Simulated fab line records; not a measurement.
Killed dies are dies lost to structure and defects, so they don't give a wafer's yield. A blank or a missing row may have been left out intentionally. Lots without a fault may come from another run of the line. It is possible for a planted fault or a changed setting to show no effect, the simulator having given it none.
What tool caused it? || flow berkeley-cmos170 || Sampling: 13 lots, 39 wafers, 2 of 331 route steps

## WHAT EACH GAUGE READ, for each wafer
UCB170_V2_THK_MEAS_01. Usual: V2_TEOS_THK 2000 nm, standard deviation 26.
{"lot": "L354", "measured": "day 7 21:32", "on": "film-metro-01", "V2_TEOS_THK (nm)": "1963 2000 2032", "flag": ""}
{"lot": "L353", "measured": "day 7 21:44", "on": "film-metro-03", "V2_TEOS_THK (nm)": "1981 2026 2027", "flag": ""}
{"lot": "L352", "measured": "day 7 21:50", "on": "film-metro-01", "V2_TEOS_THK (nm)": "1983 1974 1976", "flag": ""}
{"lot": "L357", "measured": "day 9 07:47", "on": "film-metro-01", "V2_TEOS_THK (nm)": "1944 1705 1756", "flag": "OFF"}
{"lot": "L364", "measured": "day 9 19:53", "on": "film-metro-02", "V2_TEOS_THK (nm)": "2014 2034 2007", "flag": ""}
{"lot": "L367", "measured": "day 10 15:07", "on": "film-metro-01", "V2_TEOS_THK (nm)": "1970 2001 2043", "flag": ""}
{"lot": "L365", "measured": "day 10 15:57", "on": "film-metro-03", "V2_TEOS_THK (nm)": "1966 1953 2020", "flag": ""}
{"lot": "L368", "measured": "day 11 01:50", "on": "film-metro-01", "V2_TEOS_THK (nm)": "1963 1978 2018", "flag": ""}
{"lot": "L373", "measured": "day 11 13:56", "on": "film-metro-01", "V2_TEOS_THK (nm)": "1994 1972 2013", "flag": ""}
{"lot": "L370", "measured": "day 11 16:07", "on": "film-metro-02", "V2_TEOS_THK (nm)": "1992 2038 2002", "flag": ""}
{"lot": "L372", "measured": "day 11 16:27", "on": "film-metro-01", "V2_TEOS_THK (nm)": "1992 2010 2024", "flag": ""}
{"lot": "L374", "measured": "day 12 04:53", "on": "film-metro-01", "V2_TEOS_THK (nm)": "1958 1983 2016", "flag": ""}
{"lot": "L375", "measured": "day 12 19:01", "on": "film-metro-02", "V2_TEOS_THK (nm)": "2009 2001 2025", "flag": ""}

## TOOL THAT RAN EACH LOT (tool first, then ch and the chambers of the sampled wafers, then the start)
{"lot": "L354", "UCB170_V2_CVD_00": "pecvd-01 ch 1,2, day 7 21:23"}
{"lot": "L353", "UCB170_V2_CVD_00": "pecvd-04 ch 0,2, day 7 21:34"}
{"lot": "L352", "UCB170_V2_CVD_00": "pecvd-03 ch 0,1,2, day 7 21:40"}
{"lot": "L357", "UCB170_V2_CVD_00": "pecvd-03 ch 0,2, day 9 07:37"}
{"lot": "L364", "UCB170_V2_CVD_00": "pecvd-01 ch 0,1,2, day 9 19:47"}
{"lot": "L367", "UCB170_V2_CVD_00": "pecvd-04 ch 0,2, day 10 14:52"}
{"lot": "L365", "UCB170_V2_CVD_00": "pecvd-01 ch 0,1,2, day 10 15:47"}
{"lot": "L368", "UCB170_V2_CVD_00": "pecvd-01 ch 1,2, day 11 01:41"}
{"lot": "L373", "UCB170_V2_CVD_00": "pecvd-04 ch 0,2, day 11 13:46"}
{"lot": "L370", "UCB170_V2_CVD_00": "pecvd-04 ch 1,2, day 11 15:58"}
{"lot": "L372", "UCB170_V2_CVD_00": "pecvd-04 ch 1,2, day 11 16:17"}
{"lot": "L374", "UCB170_V2_CVD_00": "pecvd-04 ch 0,1,2, day 12 04:44"}
{"lot": "L375", "UCB170_V2_CVD_00": "pecvd-01 ch 0,2, day 12 18:52"}
- UCB170_V2_CVD_00: deposits SiO2 from TEOS/O2, target thk 2000 nm, time 250 s.

## WHAT THE TOOLS THEMSELVES READ (means of the sampled wafers that have a number; where no wafer has one, the mark that the record gives instead)
UCB170_V2_CVD_00. Usual: heater-power-w 272 W, standard deviation 49; pressure-mtorr 9000 mTorr, standard deviation 17; rf-fwd-power-W 548.6 W, standard deviation 1.8.
{"lot": "L354", "tool": "pecvd-01", "heater-power-w (W)": 256, "pressure-mtorr (mTorr)": 9000, "rf-fwd-power-W (W)": 548.1, "flag": ""}
{"lot": "L353", "tool": "pecvd-04", "heater-power-w (W)": 294, "pressure-mtorr (mTorr)": 8995, "rf-fwd-power-W (W)": 550.3, "flag": ""}
{"lot": "L352", "tool": "pecvd-03", "heater-power-w (W)": 259, "pressure-mtorr (mTorr)": 9012, "rf-fwd-power-W (W)": 549.4, "flag": ""}
{"lot": "L357", "tool": "pecvd-03", "heater-power-w (W)": 344, "pressure-mtorr (mTorr)": 8990, "rf-fwd-power-W (W)": 401.2, "flag": "OFF"}
{"lot": "L364", "tool": "pecvd-01", "heater-power-w (W)": 220, "pressure-mtorr (mTorr)": 9010, "rf-fwd-power-W (W)": 549.5, "flag": ""}
{"lot": "L367", "tool": "pecvd-04", "heater-power-w (W)": 273, "pressure-mtorr (mTorr)": 9001, "rf-fwd-power-W (W)": 549.1, "flag": ""}
{"lot": "L365", "tool": "pecvd-01", "heater-power-w (W)": 276, "pressure-mtorr (mTorr)": 9010, "rf-fwd-power-W (W)": 550.1, "flag": ""}
{"lot": "L368", "tool": "pecvd-01", "heater-power-w (W)": 251, "pressure-mtorr (mTorr)": 8989, "rf-fwd-power-W (W)": 547.2, "flag": ""}
{"lot": "L373", "tool": "pecvd-04", "heater-power-w (W)": 277, "pressure-mtorr (mTorr)": 9004, "rf-fwd-power-W (W)": 551.2, "flag": ""}
{"lot": "L370", "tool": "pecvd-04", "heater-power-w (W)": 277, "pressure-mtorr (mTorr)": 8995, "rf-fwd-power-W (W)": 549.3, "flag": ""}
{"lot": "L372", "tool": "pecvd-04", "heater-power-w (W)": 291, "pressure-mtorr (mTorr)": 9000, "rf-fwd-power-W (W)": 547.2, "flag": ""}
{"lot": "L374", "tool": "pecvd-04", "heater-power-w (W)": 280, "pressure-mtorr (mTorr)": 9002, "rf-fwd-power-W (W)": 549.3, "flag": ""}
{"lot": "L375", "tool": "pecvd-01", "heater-power-w (W)": 272, "pressure-mtorr (mTorr)": 8995, "rf-fwd-power-W (W)": 548.7, "flag": ""}

## THE ANSWER, worked out from the rows above alone
Rule: lot off if the mean of its wafers having a number is beyond 3 standard deviations from the usual mean. Also off: a lot with no number at a reading for which 4 or more lots have one. Where the step has rows for the other lots, those lots are counted as sound. Order of review: gauges by route order, followed by the tools' own readings, for which a lot's mean as printed above is used. The first step at which some lot is off is used, and at that step the reading that is off furthest; a lot without a number counts as furthest.
Off: L357, at UCB170_V2_THK_MEAS_01 (V2_TEOS_THK).
If a tool, at a process step before that reading, ran all the lots that are off and no sound lot after the first of them, it fits. The gauges at UCB170_V2_THK_MEAS_01 aren't tried: what is off there is off at UCB170_V2_CVD_00 too, on other tools, and a gauge's error can't cause that. One fits: UCB170_V2_CVD_00 on pecvd-03. A fault onset in the window from L352 (day 7 21:40, its last sound lot) to L357 (day 9 07:37, its first lot off) fits.
The tool's own readings at UCB170_V2_CVD_00 bear it out: on the lots that are off they differ by more than 5 times the standard deviation of the sound lots' means. rf-fwd-power-W reads 401.2 W there against 549.1 W on the sound lots.

## WHAT HAD BEEN PUT IN BY THE SIMULATOR
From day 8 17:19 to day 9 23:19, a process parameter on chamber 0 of pecvd-03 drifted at UCB170_V2_CVD_00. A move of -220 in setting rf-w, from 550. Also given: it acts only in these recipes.
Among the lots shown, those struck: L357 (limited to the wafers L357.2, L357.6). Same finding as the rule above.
